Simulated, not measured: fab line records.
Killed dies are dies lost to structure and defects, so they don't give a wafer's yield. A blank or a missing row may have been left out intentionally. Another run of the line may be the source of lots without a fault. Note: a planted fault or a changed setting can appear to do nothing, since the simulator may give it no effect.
Which tool did it? + flow berkeley cmos170 + Sampling: 6 lots, 18 wafers, 3 of 331 route steps

WHAT THE GAUGES SHOWED, per wafer
UCB170_ACTIVE_THK_MEAS_06.
| lot  | measured    | on            | ACTIVE_NITRIDE_THK (nm) |
|------|-------------|---------------|-------------------------|
| L341 | day 4 06:57 | film metro-04 | 216.1 215.9 215.4       |
| L343 | day 4 17:31 | film metro-01 | 222.2 220.1 220.8       |
| L347 | day 4 23:51 | film metro-01 | 218.6 217.3 216.4       |
| L348 | day 5 11:47 | film metro-04 | 223.3 221.7 222.1       |
| L354 | day 6 11:43 | film metro-01 | 219.3 219.0 219.0       |
| L362 | day 8 13:46 | film metro-03 | 219.1 219.2 219.4       |

WHICH TOOL RAN EACH LOT (tool, then ch and the chambers of the sampled wafers, then the start)
| lot  | UCB170_PWELL_STRIP_16               | UCB170_ACTIVE_CVD_05       |
|------|-------------------------------------|----------------------------|
| L341 | plasma asher-03 ch 0,1, day 3 06:08 | lpcvd-01 ch 0, day 4 05:02 |
| L343 | plasma asher-03 ch 0,1, day 3 15:55 | lpcvd-01 ch 0, day 4 15:36 |
| L347 | plasma asher-03 ch 0,1, day 4 02:08 | lpcvd-01 ch 1, day 4 21:56 |
| L348 | plasma asher-03 ch 0,1, day 4 12:20 | lpcvd-02 ch 1, day 5 08:55 |
| L354 | plasma asher-03 ch 0,1, day 5 14:40 | lpcvd-01 ch 1, day 6 09:47 |
| L362 | plasma asher-03 ch 0,1, day 7 05:19 | lpcvd-02 ch 0, day 8 11:52 |
- UCB170_PWELL_STRIP_16: strips in O2.
- UCB170_ACTIVE_CVD_05: deposits Si3N4 from SiH2Cl2/NH3, target thk 220 nm, time 3300 s.

THE ANSWER, worked out from the rows above alone
Rule: usual is defined by the lots themselves. Put in order of their means at a reading, lots are off if they are a third of the lots or fewer, leave a main group of 4 or more, and stand apart from it by a gap of 3 or more times the standard deviation of the main group's means; of several such gaps the widest counts. The tables above print the reading to a certain number of digits; a main group whose means all agree to those digits is not used. Also off: a lot with no number at a reading for which 4 or more lots have one. Where the step has rows for the other lots, those lots are counted as sound.
Across all readings shown, no lot is off: no conclusion can be drawn from this.

WHAT WAS PUT IN BY THE SIMULATOR
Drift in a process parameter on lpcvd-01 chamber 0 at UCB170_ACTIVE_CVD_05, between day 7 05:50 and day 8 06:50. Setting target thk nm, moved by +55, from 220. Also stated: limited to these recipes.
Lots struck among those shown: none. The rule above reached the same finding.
